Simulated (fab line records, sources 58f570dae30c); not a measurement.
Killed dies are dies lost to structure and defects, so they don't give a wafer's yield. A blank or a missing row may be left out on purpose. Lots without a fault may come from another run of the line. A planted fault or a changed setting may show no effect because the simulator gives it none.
Which tool did it? | flow berkeley_cmos170 | 7 lots, 21 wafers sampled, at 2 steps of a route of 331

WHAT THE GAUGES READ, wafer by wafer
UCB170_ACTIVE_CD_MEAS_13: target cd 1200 nm.
lot  | measured    | on        | cd_nm (nm)
L683 | day 4 12:02 | cd_sem-02 | 1201.9 1199.8 1199.4
L687 | day 5 06:13 | cd_sem-02 | 1201.4 1201.6 1199.9
L688 | day 5 10:28 | cd_sem-01 | 1200.8 1201.2 1200.1
L694 | day 6 12:07 | cd_sem-01 | 1200.9 1199.7 1198.7
L698 | day 7 16:51 | cd_sem-02 | - - -
L700 | day 8 00:11 | cd_sem-02 | 1200.6 1200.3 1201.0
L705 | day 9 01:26 | cd_sem-02 | 1201.5 1200.5 1202.4

WHICH TOOL RAN EACH LOT (tool, then ch and the chambers of the sampled wafers, then the start)
lot  | UCB170_ACTIVE_DEVELOP_12
L683 | litho_track-04 ch 0, day 4 11:00
L687 | litho_track-03 ch 0, day 5 06:00
L688 | litho_track-02 ch 0, day 5 10:00
L694 | litho_track-03 ch 0, day 6 11:00
L698 | litho_track-02, day 7 16:00
L700 | litho_track-03 ch 0, day 8 00:00
L705 | litho_track-04 ch 0, day 9 01:00
- UCB170_ACTIVE_DEVELOP_12: develop time 45 s.

THE ANSWER, worked out from the rows above alone
Rule: what is usual is taken from the lots themselves. Put in order of their means at a reading, lots are off if they are a third of the lots or fewer, leave a main group of 4 or more, and stand apart from it by a gap of 3 or more times the standard deviation of the main group's means; of several such gaps the widest counts. A main group whose means are all the same, to the digits that the tables above print for the reading, isn't used. A lot without any number at a reading at which 4 lots or more have one is off too. The other lots that the step has rows for count as sound.
Off: L698, at UCB170_ACTIVE_CD_MEAS_13 (cd_nm). Without a number there: L698. The main group: mean 1200.7 nm, standard deviation 0.52.
A tool fits if, at a process step before that reading, it ran every lot that is off, and no sound lot after the first of them. The gauges at UCB170_ACTIVE_CD_MEAS_13 are tried like those tools. One fits: litho_track-02 at UCB170_ACTIVE_DEVELOP_12. Its last sound lot is L688 (day 5 10:00), its first lot that is off L698 (day 7 16:00): a fault that began between those two fits.

WHAT THE SIMULATOR HAD PUT IN
Skipped step whole: litho_track-02, from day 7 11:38 on, at UCB170_ACTIVE_DEVELOP_12. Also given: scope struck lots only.
Lots struck among those shown: L698. The rule above found the same.
